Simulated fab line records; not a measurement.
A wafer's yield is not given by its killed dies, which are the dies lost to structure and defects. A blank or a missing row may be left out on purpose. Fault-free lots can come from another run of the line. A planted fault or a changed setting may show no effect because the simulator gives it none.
Comparing a struck lot with a sound one    flow rit-cmos    20 out of 202 route steps
Sound: wafers L518.1, L518.2, L518.4. Struck: wafers L529.1, L529.3, L529.4. The cause is given at the end.
Order at every step that has rows: each side's tool, ch and its chambers, its first start. Under that, the readings that differ: sound wafers    struck wafers    difference of the means    sigmas: that difference in standard deviations of wafers without a fault.
alike: words and numbers the same on both sides, and readings whose means are apart by under 2 such deviations; not compared: readings that were withheld, readings missing a value for some wafer, numbers with overlapping values and no deviation given by the record, and bounds like >300 which may hide the same value.
Wherever a step has rows on one side only, a row that says differs or no value, or a row with sigmas, the two part there. Non-overlapping numbers with no deviation appear without sigmas and do not part them. A reading missing from all wafers of one side parts the sides only when that side holds two or more wafers.

first, 2 steps without rows for these wafers: RIT_NWELL_HARDBAKE_07 (time 120 s); RIT_NWELL_IMPLANT_08.
RIT_NWELL_STRIP_09: strips in O2, time 180 s.
  sound on plasma-asher-02 ch 0,1, day 3 05:02; struck on plasma-asher-02 ch 0,1, day 5 11:11
  alike: drypump-motor-current-A
  not compared: rf-hours-counter-h
RIT_NWELL_TW_MEAS_10:
  sound on film-metro-04 at day 3 05:13; struck on film-metro-04 at day 5 11:21
  alike: NWELL_TW
then, 6 steps without rows for these wafers: RIT_PWELL_HMDS_00 (prime time 60 s); RIT_PWELL_COAT_01 (resist thk 1300 nm); RIT_PWELL_SOFTBAKE_02 (time 60 s); RIT_PWELL_EXPOSE_03 (exposes mask M3, target cd 43700 nm); RIT_PWELL_PEB_04; RIT_PWELL_DEVELOP_05 (develop time 68 s).
RIT_PWELL_OVL_MEAS_06:
  sound on overlay-01 at day 3 06:22; struck on overlay-01 at day 5 12:25
  alike: PWELL_OVL
then, 1 step without rows for these wafers: RIT_PWELL_HARDBAKE_07 (time 120 s).
RIT_PWELL_IMPLANT_08:
  sound on implanter-04 ch 0, day 3 06:39; struck on implanter-01 ch 0, day 5 12:52
reading             sound                          struck                         difference  sigmas
dose-ions-cm2       7.001e+13 7.011e+13 7.003e+13  6.355e+13 6.341e+13 6.356e+13  -6.543e+12  -84
faraday-current-uA  223 228 223                    202 203 202                    -22         -5
  alike: tilt-deg
RIT_PWELL_STRIP_09: strips in O2, time 180 s.
  sound on plasma-asher-04 ch 0,1, day 3 06:48; struck on plasma-asher-02 ch 0,1, day 5 13:01
  alike: drypump-motor-current-A
  not compared: rf-hours-counter-h
RIT_PWELL_TW_MEAS_10:
  sound on film-metro-01 at day 3 06:59; struck on film-metro-01 at day 5 13:11
reading   sound        struck       difference  sigmas
PWELL_TW  954 953 957  915 918 917  -38         -7
then, 1 step without rows for these wafers: RIT_WELLDRIVE_ANNEAL_00 (time 14700 s).
RIT_WELLDRIVE_RS_MEAS_01: a four-point-probe measurement.
  sound on film-metro-02 at day 3 13:00; struck on film-metro-01 at day 5 18:20
  alike: NWELL_RS
RIT_WELLDRIVE_RS_MEAS_02: a four-point-probe measurement.
  sound on film-metro-02 at day 3 13:07; struck on film-metro-01 at day 5 18:27
reading            sound              struck             difference  sigmas
PWELL_RS (ohm/sq)  429.0 428.2 427.7  457.8 458.3 458.3  +29.8       +20
then, 1 step without rows for these wafers: RIT_NRETRO_HMDS_00 (prime time 60 s).
RIT_M1_PROBE_99:
  sound on prober-01 at day 4 22:22; struck on prober-01 at day 7 00:34
reading                                  sound              struck             difference  sigmas
model.etest.nmos_0p3.r-on-ohm-um         2165 2180 2149     2080 2127 2104     -61         
model.etest.pwell-pinched.rs-ohm-sq      450.1 454.8 452.5  472.8 482.4 481.6  +26.5       
model.etest.pwell.rs-ohm-sq              407.3 409.5 413.8  436.2 433.7 437.1  +25.5       
model.etest.nmos_0p15.drive-ua-um        455.2 459.3 470.2  506.1 488.1 500    +36.5       
model.etest.nmos-narrow.drive-ua-um      218 218.8 220.4    237.6 236.3 239.2  +18.6       
model.etest.nmos_0p3.drive-ua-um         216.4 219.5 218.5  238.9 236.1 239.1  +19.9       
model.etest.well-edge-right.line-ohm-um  181.5 182.6 182.9  181.3 178.4 180    -2.4        
model.etest.well-edge-left.line-ohm-um   182.3 182.6 182.2  179.5 177 176.7    -4.6        
  alike: killed-at-contacts, killed-at-front-end, killed-dies, killed-open, killed-short

## WHERE THEY PART
First at RIT_PWELL_IMPLANT_08; last, within this record, at RIT_WELLDRIVE_RS_MEAS_02. Later steps at which nothing parts them and some readings are alike: RIT_M1_PROBE_99.

WHY: the cause the simulator had injected
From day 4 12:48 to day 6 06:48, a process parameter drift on implanter-01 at RIT_PWELL_IMPLANT_08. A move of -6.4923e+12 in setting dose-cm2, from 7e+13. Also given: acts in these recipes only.
